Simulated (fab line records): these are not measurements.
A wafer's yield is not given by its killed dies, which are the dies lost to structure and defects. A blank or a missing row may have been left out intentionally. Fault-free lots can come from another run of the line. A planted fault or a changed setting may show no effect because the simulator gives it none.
Which tool is to blame? ; flow berkeley-cmos170 ; 13 lots with 39 wafers sampled at 7 steps, on a route of 331 steps

## WHAT THE GAUGES READ, wafer by wafer
UCB170_M1_RS_MEAS_01: measurement is done with a four-point probe.
lot;measured;on;M1_AL_RS (ohm/sq)
L658;day 8 13:37;film-metro-03;0.0485 0.0487 0.0489
L661;day 9 00:07;film-metro-04;0.0485 0.0496 0.0492
L659;day 9 00:24;film-metro-02;0.0488 0.0489 0.0486
L660;day 9 00:59;film-metro-04;0.0477 0.0474 0.0474
L668;day 10 15:07;film-metro-04;0.0487 0.0541 0.0537
L671;day 11 03:56;film-metro-04;0.0484 0.0540 0.0534
L672;day 11 17:59;film-metro-03;0.0486 0.0487 0.0487
L674;day 12 03:50;film-metro-03;0.0481 0.0479 0.0484
L675;day 12 04:31;film-metro-02;0.0478 0.0471 0.0473
L676;day 12 09:32;film-metro-03;0.0483 0.0489 0.0485
L677;day 12 20:05;film-metro-03;0.0484 0.0480 0.0485
L678;day 12 20:28;film-metro-02;0.0486 0.0480 0.0482
L679;day 13 14:56;film-metro-04;0.0484 0.0481 0.0485

UCB170_M1_THK_MEAS_02: measures by xrf.
lot;measured;on;M1_AL_THK (nm)
L658;day 8 13:44;film-metro-03;603 598 600
L661;day 9 00:14;film-metro-04;602 589 594
L659;day 9 00:30;film-metro-02;596 592 597
L660;day 9 01:07;film-metro-04;606 617 621
L668;day 10 15:14;film-metro-04;594 535 536
L671;day 11 04:03;film-metro-04;597 538 544
L672;day 11 18:05;film-metro-03;601 602 602
L674;day 12 03:57;film-metro-03;611 614 610
L675;day 12 04:37;film-metro-02;602 611 612
L676;day 12 09:40;film-metro-03;611 602 607
L677;day 12 20:11;film-metro-03;610 619 606
L678;day 12 20:34;film-metro-02;595 600 599
L679;day 13 15:04;film-metro-04;596 601 598

UCB170_V1_BOW_MEAS_03.
lot;measured;on;V1_BOW (um)
L658;day 8 18:08;film-metro-03;9 21 14
L661;day 9 03:40;film-metro-03;26 16 25
L659;day 9 05:02;film-metro-01;29 28 23
L660;day 9 05:18;film-metro-03;22 21 6
L668;day 10 18:52;film-metro-01;31 19 20
L671;day 11 09:04;film-metro-03;5 24 12
L672;day 11 21:54;film-metro-01;11 19 3
L674;day 12 07:15;film-metro-04;14 19 26
L675;day 12 08:54;film-metro-01;27 24 19
L676;day 12 14:14;film-metro-04;21 22 23
L677;day 13 00:01;film-metro-03;12 27 16
L678;day 13 01:19;film-metro-01;14 18 11
L679;day 13 18:31;film-metro-04;21 22 33

## TOOL THAT RAN EACH LOT (tool first, then ch and the chambers of the sampled wafers, then the start)
lot;UCB170_M1_SPUTTER_00;UCB170_M1_ETCH_11;UCB170_M1_METAL_ETCH_12;UCB170_V1_CMP_02
L658;pvd-sputter-03, day 8 13:34;rie-diel-01 ch 1,2,3, day 8 15:54;rie-metal-03 ch 0,1, day 8 15:56;cmp-01 ch 2,3, day 8 17:50
L661;pvd-sputter-03, day 9 00:04;rie-diel-01 ch 1,3, day 9 01:25;rie-metal-03 ch 0,1, day 9 01:28;cmp-01 ch 0,3, day 9 03:22
L659;pvd-sputter-02, day 9 00:18;rie-diel-04 ch 2,3, day 9 01:32;rie-metal-01 ch 0,1, day 9 01:38;cmp-02 ch 0,1,2, day 9 04:45
L660;pvd-sputter-04, day 9 00:56;rie-diel-03 ch 1,2,3, day 9 02:23;rie-metal-02 ch 0,1, day 9 02:26;cmp-02 ch 0,2,3, day 9 05:06
L668;pvd-sputter-02, day 10 15:02;rie-diel-01 ch 0,1,2, day 10 16:36;rie-metal-01 ch 0,1, day 10 16:38;cmp-01 ch 0,1, day 10 18:32
L671;pvd-sputter-02, day 11 03:51;rie-diel-04 ch 0,3, day 11 05:29;rie-metal-02 ch 0,1, day 11 05:32;cmp-02 ch 0,3, day 11 08:48
L672;pvd-sputter-03, day 11 17:54;rie-diel-03 ch 0,1,3, day 11 19:38;rie-metal-02 ch 0,1, day 11 19:41;cmp-01 ch 0,1,3, day 11 21:35
L674;pvd-sputter-03, day 12 03:46;rie-diel-04 ch 0,2, day 12 05:00;rie-metal-03 ch 0,1, day 12 05:03;cmp-01 ch 0,2, day 12 07:00
L675;pvd-sputter-04, day 12 04:26;rie-diel-01 ch 1,2,3, day 12 05:47;rie-metal-02 ch 1, day 12 05:50;cmp-01 ch 0,1,2, day 12 08:38
L676;pvd-sputter-03, day 12 09:29;rie-diel-01 ch 2,3, day 12 11:59;rie-metal-03 ch 0,1, day 12 12:02;cmp-01 ch 1,2,3, day 12 14:02
L677;pvd-sputter-03, day 12 20:00;rie-diel-01 ch 0,2, day 12 21:43;rie-metal-02 ch 0,1, day 12 21:45;cmp-01 ch 1,2, day 12 23:45
L678;pvd-sputter-04, day 12 20:22;rie-diel-04 ch 1,2,3, day 12 22:00;rie-metal-01 ch 0,1, day 12 22:03;cmp-02 ch 2,3, day 13 01:02
L679;pvd-sputter-04, day 13 14:53;rie-diel-01 ch 1,2, day 13 16:17;rie-metal-02 ch 0,1, day 13 16:19;cmp-01 ch 0,1, day 13 18:13
- UCB170_M1_SPUTTER_00: material Al, target thk 600 nm, time 80 s.
- UCB170_M1_ETCH_11: etches BARC in N2/H2.
- UCB170_M1_METAL_ETCH_12: etches Al in Cl2/BCl3, stops on PSG, target depth 780 nm, time 130 s.
- UCB170_V1_CMP_02: polishes SiO2.

## WHAT THE TOOLS THEMSELVES READ (means of the sampled wafers that have a number; where no wafer has one, the mark that the record gives instead)
UCB170_M1_SPUTTER_00.
lot;tool;throttle-valve-pct (%)
L658;pvd-sputter-03;30.3
L661;pvd-sputter-03;29.0
L659;pvd-sputter-02;29.4
L660;pvd-sputter-04;29.4
L668;pvd-sputter-02;29.6
L671;pvd-sputter-02;30.8
L672;pvd-sputter-03;29.5
L674;pvd-sputter-03;29.2
L675;pvd-sputter-04;30.6
L676;pvd-sputter-03;29.8
L677;pvd-sputter-03;29.0
L678;pvd-sputter-04;30.5
L679;pvd-sputter-04;30.5

UCB170_M1_ETCH_11.
lot;tool;bias-w (W);drypump-motor-current-A (A);n2-flow-sccm (sccm);oes-product-au (a.u.);throttle-valve-pct (%)
L658;rie-diel-01;100.2;5.7;99.86;0.996;13.26
L661;rie-diel-01;100.4;5.7;100.18;0.996;13.20
L659;rie-diel-04;100.1;5.7;100.16;1.000;13.39
L660;rie-diel-03;100.4;5.7;100.09;0.983;13.26
L668;rie-diel-01;99.9;5.4;99.87;0.990;13.33
L671;rie-diel-04;99.8;5.4;99.97;0.987;13.42
L672;rie-diel-03;100.2;5.8;100.05;0.993;13.29
L674;rie-diel-04;100.0;6.0;99.96;1.018;13.19
L675;rie-diel-01;100.1;5.7;99.99;1.003;13.27
L676;rie-diel-01;100.2;6.2;100.08;1.005;13.30
L677;rie-diel-01;100.0;5.9;100.19;0.994;13.42
L678;rie-diel-04;100.2;5.7;100.06;1.011;13.19
L679;rie-diel-01;100.0;5.3;99.99;0.991;13.24

UCB170_M1_METAL_ETCH_12.
lot;tool;bias-w (W);drypump-motor-current-A (A);he-backside-leak-sccm (sccm);oes-product-au (a.u.);throttle-valve-pct (%)
L658;rie-metal-03;119.8;5.9;3.32;0.858;24.26
L661;rie-metal-03;119.8;5.9;3.31;0.845;24.25
L659;rie-metal-01;120.0;5.0;3.22;0.834;24.41
L660;rie-metal-02;119.8;6.0;3.28;0.853;24.51
L668;rie-metal-01;119.8;5.1;3.14;0.805;24.65
L671;rie-metal-02;119.9;6.0;3.16;0.813;24.54
L672;rie-metal-02;120.4;6.0;3.04;0.840;24.53
L674;rie-metal-03;119.9;5.7;3.37;0.857;24.26
L675;rie-metal-02;119.9;6.5;3.51;0.850;24.48
L676;rie-metal-03;119.8;5.7;3.26;0.852;24.26
L677;rie-metal-02;120.0;6.0;3.50;0.846;24.51
L678;rie-metal-01;119.9;5.1;3.07;0.846;24.63
L679;rie-metal-02;120.1;6.0;3.31;0.849;24.52

UCB170_V1_CMP_02.
lot;tool;motor-current-A (A)
L658;cmp-01;17.6
L661;cmp-01;16.9
L659;cmp-02;15.0
L660;cmp-02;15.5
L668;cmp-01;15.0
L671;cmp-02;16.6
L672;cmp-01;15.1
L674;cmp-01;15.6
L675;cmp-01;15.6
L676;cmp-01;16.7
L677;cmp-01;15.6
L678;cmp-02;16.0
L679;cmp-01;14.9

## THE ANSWER, worked out from the rows above alone
Rule: the lots themselves supply what counts as usual. Put in order of their means at a reading, lots are off if they are a third of the lots or fewer, leave a main group of 4 or more, and stand apart from it by a gap of 3 or more times the standard deviation of the main group's means; of several such gaps the widest counts. If all means in a main group match to the digits the tables above print for the reading, that group is not used. A lot without any number at a reading at which 4 lots or more have one is off too. The other lots that the step has rows for count as sound. After the gauges, taken in route order, come the tools' own readings; for these a lot's mean is taken, as printed above. At the first step where some lot is off, the reading lying furthest off is the one used; lots without a number count as furthest.
Off: L668, L671, at UCB170_M1_RS_MEAS_01 (M1_AL_RS). Mean 0.0483 ohm/sq and standard deviation 0.00049 in the main group.
If a tool, at a process step before that reading, ran all the lots that are off and no sound lot after the first of them, it fits. Not tried: the gauges at UCB170_M1_RS_MEAS_01; whatever is off there is also off at UCB170_M1_METAL_ETCH_12, on other tools, and gauge error can't account for it. One fits: pvd-sputter-02 at UCB170_M1_SPUTTER_00. Its last sound lot is L659 (day 9 00:18), its first lot that is off L668 (day 10 15:02): a fault that began between those two fits.

## WHAT THE SIMULATOR PUT IN
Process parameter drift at UCB170_M1_SPUTTER_00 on pvd-sputter-02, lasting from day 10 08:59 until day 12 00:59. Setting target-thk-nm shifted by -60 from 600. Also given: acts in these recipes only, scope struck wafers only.
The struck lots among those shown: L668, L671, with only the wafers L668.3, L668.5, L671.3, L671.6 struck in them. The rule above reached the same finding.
